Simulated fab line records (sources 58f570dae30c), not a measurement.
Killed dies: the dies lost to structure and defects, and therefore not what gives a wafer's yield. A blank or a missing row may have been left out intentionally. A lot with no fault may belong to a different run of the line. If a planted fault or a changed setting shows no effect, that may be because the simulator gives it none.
A single fault, viewed from 2 desks    flow berkeley_cmos170    every desk sees just its own numbers, and what lay behind them comes last

## THE METROLOGY DESK
What the gauges read for every lot (on any tool): the sampled wafers with a number, averaged. The brackets show how far a lot's mean lies from the usual mean; more than 4 standard deviations puts the lot out of limits, marked OUT.
Columns: A = ACTIVE_OVL at UCB170_ACTIVE_OVL_MEAS_14, usual 3 nm; B = GATE_OVL at UCB170_GATE_OVL_MEAS_13, usual -1 nm; C = CONTACT_OVL at UCB170_CONTACT_OVL_MEAS_16, usual 0 nm; D = cd_nm at UCB170_M3_CD_MEAS_90, usual 699 nm
lot   first seen here  A   B   C   D
L282  day 4 15:36      -6  -6  5   702
L283  day 5 10:26      0   3   2   697
L284  day 5 10:41      13  4   -5  699
L285  day 5 23:05      17  3   -6  702
L286  day 5 23:19      5   3   5   695
L289  day 6 09:28      2   -4  5   697
L290  day 6 09:46      -8  1   -4  699
L296  day 7 16:55      6   -4  -2  689
L297  day 8 07:22      4   2   3   689
L298  day 8 07:35      13  -1  1   700
L301  day 8 23:55      5   -3  5   701
L302  day 9 09:58      1   -6  -5  697
L303  day 9 10:13      3   8   5   701
L305  day 9 17:37      0   -1  3   700
Finding of this desk: none of the 14 lots has anything out of limits.

## TOOL OWNER'S DESK, rie_metal-02
The tool's own readings at UCB170_M3_METAL_ETCH_18 (etches Al in Cl2/BCl3, stops on SiO2, target depth 1170 nm, time 195 s): means of the sampled wafers that have a number, for each lot that ran on this tool. The brackets show how far a lot's mean lies from the usual mean; more than 4 standard deviations puts the lot out of limits, marked OUT.
Columns: A = drypump_motor_current_A at UCB170_M3_METAL_ETCH_18, usual 5.7 A; B = oes_product_au at UCB170_M3_METAL_ETCH_18, usual 0.851 a.u.; C = rf_fwd_power_W at UCB170_M3_METAL_ETCH_18, usual 598.2 W; D = throttle_valve_pct at UCB170_M3_METAL_ETCH_18, usual 24.2 %
lot   first seen here  A    B      C                D
L282  day 8 22:26      5.5  0.853  598.6            23.9
L286  day 10 08:07     5.1  0.821  598.5            24.0
L296  day 11 20:51     5.4  0.860  758.3 (+84) OUT  23.9
L297  day 12 20:50     5.3  0.840  678.3 (+42) OUT  24.0
This desk's finding: out of limits on L296, L297; first on L296, day 11 20:51 (rf_fwd_power_W at UCB170_M3_METAL_ETCH_18). L282, L286 stayed within limits.

## ALL TOGETHER
An alarm could have come from the tool owner's desk at day 11 20:51, on L296, L297.
The metrology desk saw nothing out of limits.
The metrology desk holds a record of L296, L297, inside its limits.
On rie_metal-02, each named lot ran UCB170_M3_METAL_ETCH_18.

## WHAT THE SIMULATOR PUT IN
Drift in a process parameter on rie_metal-02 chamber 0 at UCB170_M3_METAL_ETCH_18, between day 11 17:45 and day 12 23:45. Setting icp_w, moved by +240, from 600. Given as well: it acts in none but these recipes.
Lots struck among those shown: L296, L297.
Delay in hours, fault start to first out-of-limits reading, by desk: the tool owner's desk at 3.
